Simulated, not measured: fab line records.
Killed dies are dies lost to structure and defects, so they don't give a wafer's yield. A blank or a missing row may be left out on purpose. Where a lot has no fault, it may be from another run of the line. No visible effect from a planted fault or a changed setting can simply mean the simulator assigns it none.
Struck lot and sound lot, side by side ; flow berkeley cmos170 ; 18 steps out of a route of 331
Sound: the wafers L650.1, L650.4, L650.5. Wafers L640.1, L640.2, L640.5 were the ones struck. The cause is given at the end.
Each step with rows lists, per side, the tool, then ch with its chambers, then its first start. Under that, the readings that differ: sound wafers ; struck wafers ; difference of the means ; sigmas: that difference in standard deviations of wafers without a fault.
alike: same words and numbers on both sides, and readings whose means sit less than 2 such deviations apart. not compared: any withheld reading, any reading some wafer has no value for, any bound like >300 that may hide the same value, and any number with overlapping values for which the record gives no deviation.
A row with sigmas, a row that says differs or no value, or rows on one side alone: a step with any of these is where the two part. When numbers do not overlap yet have no deviation, they are printed without sigmas and do not part them. Lack of a reading on every wafer of one side parts them only where that side has two or more wafers.

UCB170_PVT_STRIP_08: strips in O2.
  sound on plasma asher-02 ch 0,1, day 9 13:50; struck on plasma asher-04 ch 0,1, day 7 00:32
  alike: drypump motor current A, oes product au, strip time to endpoint s
  not compared: rf hours counter h
UCB170_PVT_TW_MEAS_09:
  struck on film metro-02, day 7 00:38; sound on film metro-02, day 9 13:56
  alike: PVT_TW
then, 1 step without rows for these wafers: UCB170_GATE_WET_ETCH_00 (etches SiO2 in dHF, time 200 s).
UCB170_FIELD_THK_MEAS_91:
  struck on film metro-02, day 7 00:53; sound on film metro-01, day 9 14:04
reading;sound;struck;difference;sigmas
FIELD_OXIDE_LEFT_2_THK (nm);379 370 368;329 346 344;-33;-4
then, 1 step without rows for these wafers: UCB170_GATE_OXIDATION_01 (target thk 6.6 nm, ox time 1800 s).
UCB170_GATE_THK_MEAS_02:
  struck on film metro-04, day 7 07:04; sound on film metro-02, day 9 20:14
  alike: GATE_OXIDE_THK
then, 2 steps without rows for these wafers: UCB170_GATE_ANNEAL_03 (time 1800 s); UCB170_GATE_CVD_04 (deposits poly-Si from SiH4, time 1440 s, target thk 214 nm).
UCB170_GATE_THK_MEAS_05:
  struck on film metro-02, day 7 15:36; sound on film metro-02, day 10 05:09
reading;sound;struck;difference;sigmas
GATE_POLY_THK (nm);219.2 220.7 220.0;212.0 211.3 210.0;-8.9;-4
then, 3 steps without rows for these wafers: UCB170_GATE_COAT_06; UCB170_GATE_COAT_07 (resist thk 900 nm); UCB170_GATE_SOFTBAKE_08 (time 60 s).
UCB170_GATE_EXPOSE_09: exposes mask POLY, target cd 350 nm.
  sound on krf scanner-01 ch 0, day 10 05:56; struck on krf scanner-02 ch 0, day 7 16:46
reading;sound;struck;difference;sigmas
model.GATE.overlay x nm (nm);7.323 7.323 7.323;26.54 26.54 26.54;+19.22;
  alike: mask, stage vel mm s
then, 2 steps without rows for these wafers: UCB170_GATE_PEB_10; UCB170_GATE_DEVELOP_11 (develop time 45 s).
UCB170_GATE_CD_MEAS_12 targets a cd of 350 nm.
  struck on cd sem-02, day 7 17:13; sound on cd sem-01, day 10 06:31
  alike: cd nm
UCB170_GATE_OVL_MEAS_13:
  struck on overlay-01, day 7 17:20; sound on overlay-01, day 10 06:38
reading;sound;struck;difference;sigmas
GATE_OVL (nm);8 10 17;25 28 24;+14;+3
UCB170_GATE_ETCH_14: etches BARC in N2/H2.
  sound on rie diel-02 ch 0,1,2, day 10 06:40; struck on rie diel-01 ch 1,2,3, day 7 17:23
  alike: drypump motor current A, oes product au, throttle valve pct

== WHERE THEY PART ==
Earliest at UCB170_FIELD_THK_MEAS_91; latest, in this record, at UCB170_GATE_OVL_MEAS_13. Later steps at which nothing parts them and some readings are alike: UCB170_GATE_ETCH_14.

WHY: the cause the simulator had injected
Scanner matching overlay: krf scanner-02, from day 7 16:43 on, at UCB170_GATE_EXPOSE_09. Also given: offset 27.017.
